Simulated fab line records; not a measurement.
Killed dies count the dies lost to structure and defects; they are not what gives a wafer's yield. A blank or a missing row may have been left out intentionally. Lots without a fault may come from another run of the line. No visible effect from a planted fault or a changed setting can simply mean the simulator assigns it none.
fab line records ; flow berkeleyCmos170
record: lots: 5; wafers: 23
route steps=331 shown M2@276 V2@302 M3@327
startH: hours from the record's opening day to when the first of the lot's shown wafers began ; waitH: how many hours have passed since the lot's step before this one ; " identical to the entry in the row above ; L1.1+2: several wafers, shown together as one row ; - value missing, or start not given ; * or withheld: withheld ; < > ~ a bound
route shown NAME@n: names a module that has steps shown in the file, with the first one's number in the route ; usual: the fault-free wafers' mean and standard deviation ; same: alike in all rows ; chamber/n: place in a boat ; sites: per-site readings ; _std_site: the standard deviation of these ; _edge_site: outer sites' mean less inner sites' ; radiusMm: how far each site lies from the wafer's centre ; mask NAME#n: copy n ; behind: the tool/chamber that last shaped the wafer ; hold: the reason the lot was held/the length of the hold in hours/how it ended ; device: the transistor (n, p or np) that didn't switch ; end of line: tests of these same wafers at the route's end ; for a step that has no rows: nothing shown but its recipe ; killed: dies lost to structure and defects at the first sort, not the wafer's yield ; map: shows each die of a wafer: x if killed, . if not, _ if none is there
set.NAME: setting as actually run; set.NAME@STEP: the setting as run at that earlier step ; model.NAME: the simulator's own value behind a step, which no gauge read
lots run with intentionally changed settings; tables by step, rows by wafer
== steps ==
step: UCB170_M2_COAT_05
recipe: resist: KrF; spinRpm: 1500; resistThkNm: 900
lot.wafer;tool;chamber;startH;waitH;set.resistThkNm;model.KrF_of_M2_COAT_05.thkNm
L074.1;lithoTrack-04;0;166.65;0.1;865.7;868.6
L074.2;lithoTrack-04;0;166.65;0.1;900;905.5
L074.4;lithoTrack-04;0;166.65;0.1;865.7;867.5
L074.5;lithoTrack-04;0;166.65;0.1;865.7;868.2
L074.6;lithoTrack-04;0;166.65;0.1;900;903.1
L075.1;lithoTrack-02;0;166.98;0.1;900;900.4
L075.3;lithoTrack-02;0;166.98;0.1;934.3;935.2
L075.4;lithoTrack-02;0;166.98;0.1;934.3;935
L075.5;lithoTrack-02;0;166.98;0.1;934.3;936
L075.6;lithoTrack-02;0;166.98;0.1;900;900.2
L079.1;lithoTrack-04;0;181.85;0.1;926.3;925.9
L079.2;lithoTrack-04;0;181.85;0.1;900;901.9
L079.3;lithoTrack-04;0;181.85;0.1;900;900.5
L079.4;lithoTrack-04;0;181.85;0.1;900;898.9
L079.5;lithoTrack-04;0;181.85;0.1;926.3;926.3
L078.1;lithoTrack-02;0;187.51;0.1;900;900.9
L078.4;lithoTrack-02;0;187.51;0.1;900;902.1
L078.5;lithoTrack-02;0;187.51;0.1;900;899.6
L082.1;lithoTrack-04;0;199.35;0.1;942.4;943.3
L082.2;lithoTrack-04;0;199.35;0.1;942.4;947.9
L082.4;lithoTrack-04;0;199.35;0.1;900;904.8
L082.5;lithoTrack-04;0;199.35;0.1;942.4;947.4
L082.6;lithoTrack-04;0;199.35;0.1;900;902.8
step: UCB170_M2_SOFTBAKE_06
recipe: resist: KrF; tempC: 130; timeS: 60
step: UCB170_M2_STRIP_07
recipe: chemistry: O2; powerW: 400; pressureMtorr: 3500; platenTempC: withheld; o2FlowSccm: 400; overashFraction: 0.5
usual: stripTimeToEndpointS: 22.00/0.051
lot.wafer;tool;chamber;startH;waitH;set.resistThkNm@M2_COAT_05;stripTimeToEndpointS
L074.1;plasmaAsher-02;0;166.95;0.1;865.7;21.22
L074.2;plasmaAsher-02;1;166.95;0.1;900;22.11
L074.4;plasmaAsher-02;0;166.95;0.1;865.7;21.19
L074.5;plasmaAsher-02;1;166.95;0.1;865.7;21.21
L074.6;plasmaAsher-02;0;166.95;0.1;900;22.05
L075.1;plasmaAsher-01;0;167.28;0.1;900;21.99
L075.3;plasmaAsher-01;1;167.28;0.1;934.3;22.82
L075.4;plasmaAsher-01;0;167.28;0.1;934.3;22.80
L075.5;plasmaAsher-01;0;167.28;0.1;934.3;22.83
L075.6;plasmaAsher-01;1;167.28;0.1;900;21.96
L079.1;plasmaAsher-02;0;182.15;0.1;926.3;22.59
L079.2;plasmaAsher-02;1;182.15;0.1;900;22.00
L079.3;plasmaAsher-02;1;182.15;0.1;900;21.98
L079.4;plasmaAsher-02;0;182.15;0.1;900;21.95
L079.5;plasmaAsher-02;1;182.15;0.1;926.3;22.60
L078.1;plasmaAsher-03;0;187.81;0.1;900;22.00
L078.4;plasmaAsher-03;0;187.81;0.1;900;22.00
L078.5;plasmaAsher-03;1;187.81;0.1;900;21.95
L082.1;plasmaAsher-03;1;199.65;0.1;942.4;23.00
L082.2;plasmaAsher-03;0;199.65;0.1;942.4;23.11
L082.4;plasmaAsher-03;1;199.65;0.1;900;22.09
L082.5;plasmaAsher-03;0;199.65;0.1;942.4;23.09
L082.6;plasmaAsher-03;1;199.65;0.1;900;22.03
step: UCB170_M2_METAL_ETCH_18
recipe: chemistry: Cl2/BCl3; target: Al; stopOn: SiO2; pressureMtorr: 12; targetDepthA: 11700; overEtchFrac: 0.3; timeS: 195; icpW: 600; biasW: 120; Cl2_flow_sccm: 90; bcl3FlowSccm: 45
lot.wafer;tool;chamber;startH;waitH;set.timeS;model.KrF_of_M2_COAT_10.thkNm
L074.1;rieMetal-01;0;168.44;-;195;219.6
L074.2+5;rieMetal-01;1,0;168.44;-;195;-
L074.4;rieMetal-01;1;168.44;-;204.9;-
L074.6;rieMetal-01;1;168.44;-;204.9;176.7
L075.1;rieMetal-04;1;168.80;-;195;218.3
L075.3;rieMetal-04;1;168.80;-;195;217.8
L075.4;rieMetal-04;0;168.80;-;195;220.4
L075.5;rieMetal-04;1;168.80;-;207.9;172.1
L075.6;rieMetal-04;0;168.80;-;207.9;179.9
L079.1;rieMetal-01;0;183.58;-;195;237.2
L079.2;rieMetal-01;1;183.58;-;195;230.3
L079.3+4;rieMetal-01;0,1;183.58;-;195;-
L079.5;rieMetal-01;1;183.58;-;195;232.9
L078.1;rieMetal-04;1;189.21;-;195;197.2
L078.4;rieMetal-04;0;189.21;-;195;216.9
L078.5;rieMetal-04;0;189.21;-;195;215
L082.1;rieMetal-01;1;201.57;-;174.5;278.2
L082.2;rieMetal-01;0;201.57;-;195;213
L082.4;rieMetal-01;1;201.57;-;195;210.9
L082.5;rieMetal-01;0;201.57;-;195;216.3
L082.6;rieMetal-01;1;201.57;-;174.5;286.9
step: UCB170_M2_STRIP_19
recipe: chemistry: O2; powerW: 400; pressureMtorr: 3500; platenTempC: withheld; o2FlowSccm: 400; overashFraction: 0.5
usual: oesProductAu: 0.549/0.011
lot.wafer;tool;chamber;startH;waitH;set.timeS@M2_METAL_ETCH_18;oesProductAu
L074.1;plasmaAsher-02;1;168.63;0.1;195;0.547
L074.2;plasmaAsher-02;0;168.63;0.1;195;0.555
L074.4;plasmaAsher-02;0;168.63;0.1;204.9;0.518
L074.5;plasmaAsher-02;1;168.63;0.1;195;0.551
L074.6;plasmaAsher-02;0;168.63;0.1;204.9;0.500
L075.1;plasmaAsher-01;1;168.99;0.1;195;0.548
L075.3;plasmaAsher-01;0;168.99;0.1;195;0.548
L075.4;plasmaAsher-01;1;168.99;0.1;195;0.550
L075.5;plasmaAsher-01;0;168.99;0.1;207.9;0.501
L075.6;plasmaAsher-01;1;168.99;0.1;207.9;0.509
L079.1;plasmaAsher-02;1;183.77;0.1;195;0.572
L079.2;plasmaAsher-02;0;183.77;0.1;195;0.568
L079.3;plasmaAsher-02;0;183.77;0.1;195;0.573
L079.4;plasmaAsher-02;1;183.77;0.1;195;0.554
L079.5;plasmaAsher-02;1;183.77;0.1;195;0.562
L078.1;plasmaAsher-02;1;189.40;0.1;195;0.525
L078.4;plasmaAsher-02;1;189.40;0.1;195;0.546
L078.5;plasmaAsher-02;1;189.40;0.1;195;0.550
L082.1;plasmaAsher-02;0;201.76;0.1;174.5;0.612
L082.2;plasmaAsher-02;1;201.76;0.1;195;0.541
L082.4;plasmaAsher-02;0;201.76;0.1;195;0.535
L082.5;plasmaAsher-02;1;201.76;0.1;195;0.548
L082.6;plasmaAsher-02;0;201.76;0.1;174.5;0.622
step: UCB170_V2_PEB_10
recipe: pebTempC: 130; pebTimeS: withheld; resist: KrF
lot.wafer;tool;chamber;startH;waitH;set.pebTempC
L074.1+5+6;lithoTrack-01;0;170.56;0.3;127.9
L074.2+4;lithoTrack-01;0;170.56;0.3;130
L075.1+4+6;lithoTrack-01;0;170.84;0.1;130
L075.3+5;lithoTrack-01;0;170.84;0.1;131.3
L079.1+3+5;lithoTrack-02;0;185.48;0.1;127
L079.2+4;lithoTrack-02;0;185.48;0.1;130
L078.1+4+5;lithoTrack-02;0;191.05;0.1;130
L082.1+5+6;lithoTrack-02;0;203.42;0.1;130
L082.2+4;lithoTrack-02;0;203.42;0.1;131
step: UCB170_V2_DEVELOP_11
recipe: developer: TMAH; developTimeS: 45; resist: KrF; devTempC: 21
step: UCB170_V2_CD_MEAS_12
recipe: targetCdNm: 700
usual: cdNm: 700.9/1.4
lot.wafer;tool;chamber;startH;waitH;set.pebTempC@V2_PEB_10;cdNm
L074.1;cdSem-01;-;170.84;-;127.9;686.3
L074.2;cdSem-01;-;170.84;-;130;700.3
L074.4;cdSem-01;-;170.84;-;130;699.7
L074.5;cdSem-01;-;170.84;-;127.9;685.3
L074.6;cdSem-01;-;170.84;-;127.9;684.7
L075.1;cdSem-02;-;171.11;-;130;700.6
L075.3;cdSem-02;-;171.11;-;131.3;708.9
L075.4;cdSem-02;-;171.11;-;130;702.3
L075.5;cdSem-02;-;171.11;-;131.3;709.5
L075.6;cdSem-02;-;171.11;-;130;701.6
L079.1;cdSem-02;-;185.76;-;127;680.2
L079.2;cdSem-02;-;185.76;-;130;703.7
L079.3;cdSem-02;-;185.76;-;127;680.2
L079.4;cdSem-02;-;185.76;-;130;701.9
L079.5;cdSem-02;-;185.76;-;127;680.3
L078.1;cdSem-01;-;191.33;-;130;700.9
L078.4;cdSem-01;-;191.33;-;130;699.8
L078.5;cdSem-01;-;191.33;-;130;700.7
L082.1;cdSem-02;-;203.69;-;130;701.1
L082.2;cdSem-02;-;203.69;-;131;707.3
L082.4;cdSem-02;-;203.69;-;131;708.3
L082.5;cdSem-02;-;203.69;-;130;701.4
L082.6;cdSem-02;-;203.69;-;130;702.8
step: UCB170_V2_ETCH_14
recipe: chemistry: CHF3/CF4/Ar; target: SiO2; stopOn: Al; CHF3_flow_sccm: 45; cf4FlowSccm: 15; Ar_flow_sccm: 150; pressureMtorr: 200; rfW: 700; targetDepthA: 12500; overEtchFrac: 0.25; timeS: 291
lot.wafer;tool;chamber;startH;waitH;set.rfW;set.powerW@M2_SPUTTER_01;set.pebTempC@V2_PEB_10;model.Al_of_M2_SPUTTER_01.thkNm;model.V2.cdNm
L074.1;rieDiel-01;3;171.00;0.0;745.1;6000;127.9;899.4;687.4
L074.2;rieDiel-01;2;171.00;0.0;745.1;5295;130;798.8;700.3
L074.4;rieDiel-01;1;171.00;0.0;745.1;5295;130;812.8;700.7
L074.5;rieDiel-01;0;171.00;0.0;700;5295;127.9;801.7;685.4
L074.6;rieDiel-01;3;171.00;0.0;700;6000;127.9;888.1;684.4
L075.1;rieDiel-03;0;171.27;0.0;739.2;6000;130;882.3;703.7
L075.3;rieDiel-03;3;171.27;0.0;700;6000;131.3;892;707.6
L075.4;rieDiel-03;1;171.27;0.0;700;6000;130;898.4;700
L075.5;rieDiel-03;2;171.27;0.0;739.2;6000;131.3;895.1;709.7
L075.6;rieDiel-03;3;171.27;0.0;700;6000;130;896.1;700.5
L079.1;rieDiel-02;3;185.91;0.0;700;6000;127;911.8;680.1
L079.2;rieDiel-02;0;185.91;0.0;700;6000;130;869;704.1
L079.3;rieDiel-02;1;185.91;0.0;700;6313;127;936.9;679.9
L079.4;rieDiel-02;3;185.91;0.0;640.2;6313;130;948.3;701.1
L079.5;rieDiel-02;1;185.91;0.0;640.2;6000;127;891;678.4
L078.1;rieDiel-02;3;191.49;0.0;700;6000;130;908.8;700.9
L078.4;rieDiel-02;0;191.49;0.0;700;6000;130;896.3;699.9
L078.5;rieDiel-02;1;191.49;0.0;700;6000;130;898.4;700.1
L082.1;rieDiel-03;3;203.85;0.0;700;5800;130;880.8;699.5
L082.2;rieDiel-03;1;203.85;0.0;776.5;5800;131;872.7;706.2
L082.4;rieDiel-03;0;203.85;0.0;776.5;6000;131;902.7;712.1
L082.5;rieDiel-03;1;203.85;0.0;700;6000;130;911.5;698.5
L082.6;rieDiel-03;0;203.85;0.0;776.5;6000;130;897.6;705.9
step: UCB170_V2_STRIP_15
recipe: chemistry: O2; powerW: 400; pressureMtorr: 3500; platenTempC: withheld; o2FlowSccm: 400; overashFraction: 0.5
step: UCB170_V2_CD_MEAS_90
recipe: targetCdNm: 700
usual: cdNm: 700.5/1.8
lot.wafer;tool;chamber;startH;waitH;set.pebTempC@V2_PEB_10;cdNm
L074.1;cdSem-02;-;171.27;0.1;127.9;687.2
L074.2;cdSem-02;-;171.27;0.1;130;700.0
L074.4;cdSem-02;-;171.27;0.1;130;700.7
L074.5;cdSem-02;-;171.27;0.1;127.9;685.3
L074.6;cdSem-02;-;171.27;0.1;127.9;684.9
L075.1;cdSem-01;-;171.55;0.1;130;703.8
L075.3;cdSem-01;-;171.55;0.1;131.3;708.1
L075.4;cdSem-01;-;171.55;0.1;130;699.7
L075.5;cdSem-01;-;171.55;0.1;131.3;709.9
L075.6;cdSem-01;-;171.55;0.1;130;700.5
L079.1;cdSem-02;-;186.19;0.1;127;679.9
L079.2;cdSem-02;-;186.19;0.1;130;704.0
L079.3;cdSem-02;-;186.19;0.1;127;679.8
L079.4;cdSem-02;-;186.19;0.1;130;701.2
L079.5;cdSem-02;-;186.19;0.1;127;678.6
L078.1;cdSem-01;-;191.76;0.1;130;700.9
L078.4;cdSem-01;-;191.76;0.1;130;699.8
L078.5;cdSem-01;-;191.76;0.1;130;699.9
L082.1;cdSem-02;-;204.13;0.1;130;699.4
L082.2;cdSem-02;-;204.13;0.1;131;706.3
L082.4;cdSem-02;-;204.13;0.1;131;712.2
L082.5;cdSem-02;-;204.13;0.1;130;698.4
L082.6;cdSem-02;-;204.13;0.1;130;706.0
step: UCB170_M3_METAL_ETCH_18
recipe: chemistry: Cl2/BCl3; target: Al; stopOn: SiO2; pressureMtorr: 12; targetDepthA: 11700; overEtchFrac: 0.3; timeS: 195; icpW: 600; biasW: 120; Cl2_flow_sccm: 90; bcl3FlowSccm: 45
lot.wafer;tool;chamber;startH;waitH;set.icpW;model.KrF_of_M3_COAT_10.thkNm
L074.1;rieMetal-03;0;174.36;-;600;239.7
L074.2;rieMetal-03;1;174.36;-;639.3;191
L074.4;rieMetal-03;0;174.36;-;639.3;200.9
L074.5;rieMetal-03;1;174.36;-;639.3;189.8
L074.6;rieMetal-03;0;174.36;-;600;237.1
L075.1;rieMetal-02;0;174.52;-;600;204.6
L075.3;rieMetal-02;1;174.52;-;600;204.3
L075.4;rieMetal-02;0;174.52;-;600;211.6
L075.5;rieMetal-02;0;174.52;-;600;207.2
L075.6;rieMetal-02;1;174.52;-;600;201.7
L079.1;rieMetal-02;0;188.53;-;600;211.7
L079.2;rieMetal-02;1;188.53;-;600;210.7
L079.3;rieMetal-02;1;188.53;-;540.7;264
L079.4;rieMetal-02;0;188.53;-;600;209.8
L079.5;rieMetal-02;1;188.53;-;540.7;266.1
L078.1;rieMetal-04;1;194.41;-;600;213.5
L078.4;rieMetal-04;0;194.41;-;600;220.2
L078.5;rieMetal-04;1;194.41;-;600;216.1
L082.1;rieMetal-03;0;206.60;-;600;237.1
L082.2;rieMetal-03;1;206.60;-;624.9;191.6
L082.4;rieMetal-03;1;206.60;-;600;215.5
L082.5;rieMetal-03;0;206.60;-;624.9;219.6
L082.6;rieMetal-03;1;206.60;-;600;218.1
step: UCB170_M3_STRIP_19
recipe: chemistry: O2; powerW: 400; pressureMtorr: 3500; platenTempC: withheld; o2FlowSccm: 400; overashFraction: 0.5
usual: oesProductAu: 0.549/0.014
lot.wafer;tool;chamber;startH;waitH;set.icpW@M3_METAL_ETCH_18;oesProductAu
L074.1;plasmaAsher-01;1;174.55;0.1;600;0.577
L074.2;plasmaAsher-01;0;174.55;0.1;639.3;0.517
L074.4;plasmaAsher-01;0;174.55;0.1;639.3;0.531
L074.5;plasmaAsher-01;0;174.55;0.1;639.3;0.519
L074.6;plasmaAsher-01;1;174.55;0.1;600;0.573
L075.1;plasmaAsher-03;1;174.71;0.1;600;0.533
L075.3;plasmaAsher-03;1;174.71;0.1;600;0.529
L075.4;plasmaAsher-03;0;174.71;0.1;600;0.540
L075.5;plasmaAsher-03;1;174.71;0.1;600;0.535
L075.6;plasmaAsher-03;0;174.71;0.1;600;0.529
L079.1;plasmaAsher-01;0;188.72;0.1;600;0.538
L079.2;plasmaAsher-01;1;188.72;0.1;600;0.543
L079.3;plasmaAsher-01;1;188.72;0.1;540.7;0.598
L079.4;plasmaAsher-01;0;188.72;0.1;600;0.536
L079.5;plasmaAsher-01;0;188.72;0.1;540.7;0.597
L078.1;plasmaAsher-04;1;194.59;0.1;600;0.540
L078.4;plasmaAsher-04;1;194.59;0.1;600;0.557
L078.5;plasmaAsher-04;0;194.59;0.1;600;0.548
L082.1;plasmaAsher-01;0;206.79;0.1;600;0.572
L082.2;plasmaAsher-01;1;206.79;0.1;624.9;0.525
L082.4;plasmaAsher-01;0;206.79;0.1;600;0.548
L082.5;plasmaAsher-01;0;206.79;0.1;624.9;0.549
L082.6;plasmaAsher-01;1;206.79;0.1;600;0.548
== key ==
split: step: UCB170_M2_COAT_05; setting: resistThkNm; stated: 900; by: wafer
response: step: UCB170_M2_COAT_05; reading: model.KrF_of_M2_COAT_05.thkNm; change: +9.14; per: 1%; r: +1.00
response: step: UCB170_M2_STRIP_07; reading: stripTimeToEndpointS; change: *; per: 1%; r: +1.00
split: step: UCB170_M2_METAL_ETCH_18; setting: timeS; stated: 195; by: wafer
response: step: UCB170_M2_METAL_ETCH_18; reading: model.KrF_of_M2_COAT_10.thkNm; change: -6.67; per: 1%; r: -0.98
response: step: UCB170_M2_STRIP_19; reading: oesProductAu; change: -0.00723; per: 1%; r: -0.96
split: step: UCB170_V2_PEB_10; setting: pebTempC; stated: 130; by: wafer
response: step: UCB170_V2_CD_MEAS_12; reading: cdNm; change: +9.23; per: 1%; r: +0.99
response: step: UCB170_V2_ETCH_14; reading: model.V2.cdNm; change: +9.51; per: 1%; r: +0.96
response: step: UCB170_V2_CD_MEAS_90; reading: cdNm; change: +9.52; per: 1%; r: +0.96
split: step: UCB170_V2_ETCH_14; setting: rfW; stated: 700; by: wafer
response none clear
split: step: UCB170_M3_METAL_ETCH_18; setting: icpW; stated: 600; by: wafer
response: step: UCB170_M3_METAL_ETCH_18; reading: model.KrF_of_M3_COAT_10.thkNm; change: -5.72; per: 1%; r: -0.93
response: step: UCB170_M3_STRIP_19; reading: oesProductAu; change: -0.00638; per: 1%; r: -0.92
split outsideThisFile step=UCB170_M2_SPUTTER_01 setting=powerW
split outsideThisFile: this setting was split too, and the file shows its column; the key of that split is in another file
